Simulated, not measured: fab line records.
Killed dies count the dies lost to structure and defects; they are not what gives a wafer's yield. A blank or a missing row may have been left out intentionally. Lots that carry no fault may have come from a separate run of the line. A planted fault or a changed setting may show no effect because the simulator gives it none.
Split-lot trial / flow rit cmos / route with 202 steps; 5 lots, 23 wafers read

## ON THE SPLIT
At RIT_FOX2_OXIDATION_00 (target thk 350.7 nm, ox time 1130 s), the setting ox time s was moved away from the recipe's 1130 s on 10 of the 23 wafers read, by +5.9% to +10.7%. All remaining wafers had this setting at the recipe value.

The reading is taken at the split's own step.

## THE READING
SiO2_of_FOX2_OXIDATION_00.thk nm (the simulator's own value, which no gauge read), in nm, at RIT_FOX2_OXIDATION_00 (target thk 350.7 nm, ox time 1130 s). The file does not state a usual value for it. The 13 wafers here that ran the recipe average 340.7 nm, standard deviation 5.3 nm.

wafer=L074.1; tool, chamber at the split=-, -; ox time s as run, s=1251; against the recipe=+10.7%; SiO2_of_FOX2_OXIDATION_00.thk nm, nm=366.8; against lot-mates on the recipe=no lot-mate on the recipe
wafer=L074.2; tool, chamber at the split=-, -; ox time s as run, s=1251; against the recipe=+10.7%; SiO2_of_FOX2_OXIDATION_00.thk nm, nm=368.1; against lot-mates on the recipe=no lot-mate on the recipe
wafer=L074.3; tool, chamber at the split=-, -; ox time s as run, s=1251; against the recipe=+10.7%; SiO2_of_FOX2_OXIDATION_00.thk nm, nm=367.5; against lot-mates on the recipe=no lot-mate on the recipe
wafer=L074.4; tool, chamber at the split=-, -; ox time s as run, s=1251; against the recipe=+10.7%; SiO2_of_FOX2_OXIDATION_00.thk nm, nm=363.9; against lot-mates on the recipe=no lot-mate on the recipe
wafer=L074.6; tool, chamber at the split=-, -; ox time s as run, s=1251; against the recipe=+10.7%; SiO2_of_FOX2_OXIDATION_00.thk nm, nm=361.2; against lot-mates on the recipe=no lot-mate on the recipe
wafer=L075.1; tool, chamber at the split=-, -; ox time s as run, s=1130; against the recipe=recipe; SiO2_of_FOX2_OXIDATION_00.thk nm, nm=338; against lot-mates on the recipe=-
wafer=L075.2; tool, chamber at the split=-, -; ox time s as run, s=1130; against the recipe=recipe; SiO2_of_FOX2_OXIDATION_00.thk nm, nm=341.1; against lot-mates on the recipe=-
wafer=L075.4; tool, chamber at the split=-, -; ox time s as run, s=1130; against the recipe=recipe; SiO2_of_FOX2_OXIDATION_00.thk nm, nm=331.3; against lot-mates on the recipe=-
wafer=L075.5; tool, chamber at the split=-, -; ox time s as run, s=1130; against the recipe=recipe; SiO2_of_FOX2_OXIDATION_00.thk nm, nm=336.3; against lot-mates on the recipe=-
wafer=L075.6; tool, chamber at the split=-, -; ox time s as run, s=1130; against the recipe=recipe; SiO2_of_FOX2_OXIDATION_00.thk nm, nm=337.6; against lot-mates on the recipe=-
wafer=L078.1; tool, chamber at the split=furnace-02, 0; ox time s as run, s=1130; against the recipe=recipe; SiO2_of_FOX2_OXIDATION_00.thk nm, nm=343.8; against lot-mates on the recipe=-
wafer=L078.3; tool, chamber at the split=furnace-02, 0; ox time s as run, s=1130; against the recipe=recipe; SiO2_of_FOX2_OXIDATION_00.thk nm, nm=351.3; against lot-mates on the recipe=-
wafer=L078.4; tool, chamber at the split=furnace-02, 0; ox time s as run, s=1130; against the recipe=recipe; SiO2_of_FOX2_OXIDATION_00.thk nm, nm=347.2; against lot-mates on the recipe=-
wafer=L080.1; tool, chamber at the split=-, -; ox time s as run, s=1130; against the recipe=recipe; SiO2_of_FOX2_OXIDATION_00.thk nm, nm=342.4; against lot-mates on the recipe=-
wafer=L080.2; tool, chamber at the split=-, -; ox time s as run, s=1130; against the recipe=recipe; SiO2_of_FOX2_OXIDATION_00.thk nm, nm=336.9; against lot-mates on the recipe=-
wafer=L080.3; tool, chamber at the split=-, -; ox time s as run, s=1130; against the recipe=recipe; SiO2_of_FOX2_OXIDATION_00.thk nm, nm=344.3; against lot-mates on the recipe=-
wafer=L080.4; tool, chamber at the split=-, -; ox time s as run, s=1130; against the recipe=recipe; SiO2_of_FOX2_OXIDATION_00.thk nm, nm=334.5; against lot-mates on the recipe=-
wafer=L080.6; tool, chamber at the split=-, -; ox time s as run, s=1130; against the recipe=recipe; SiO2_of_FOX2_OXIDATION_00.thk nm, nm=344.1; against lot-mates on the recipe=-
wafer=L084.1; tool, chamber at the split=-, -; ox time s as run, s=1197; against the recipe=+5.9%; SiO2_of_FOX2_OXIDATION_00.thk nm, nm=366.2; against lot-mates on the recipe=no lot-mate on the recipe
wafer=L084.2; tool, chamber at the split=-, -; ox time s as run, s=1197; against the recipe=+5.9%; SiO2_of_FOX2_OXIDATION_00.thk nm, nm=357.7; against lot-mates on the recipe=no lot-mate on the recipe
wafer=L084.3; tool, chamber at the split=-, -; ox time s as run, s=1197; against the recipe=+5.9%; SiO2_of_FOX2_OXIDATION_00.thk nm, nm=360.1; against lot-mates on the recipe=no lot-mate on the recipe
wafer=L084.4; tool, chamber at the split=-, -; ox time s as run, s=1197; against the recipe=+5.9%; SiO2_of_FOX2_OXIDATION_00.thk nm, nm=359.8; against lot-mates on the recipe=no lot-mate on the recipe
wafer=L084.5; tool, chamber at the split=-, -; ox time s as run, s=1197; against the recipe=+5.9%; SiO2_of_FOX2_OXIDATION_00.thk nm, nm=366.9; against lot-mates on the recipe=no lot-mate on the recipe

THE FIT
A straight line over all 23 wafers: SiO2_of_FOX2_OXIDATION_00.thk nm changes by +2.52 nm for each +1% of ox time s; r = +0.90; the points scatter about the line by 5.7 nm.
Too few moved wafers with a lot-mate on the recipe to fit a line net of each lot's own level.

## THE FILE'S OWN FIT
SiO2_of_FOX2_OXIDATION_00.thk nm changes by +2.52 nm for each +1% of ox time s, r = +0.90.
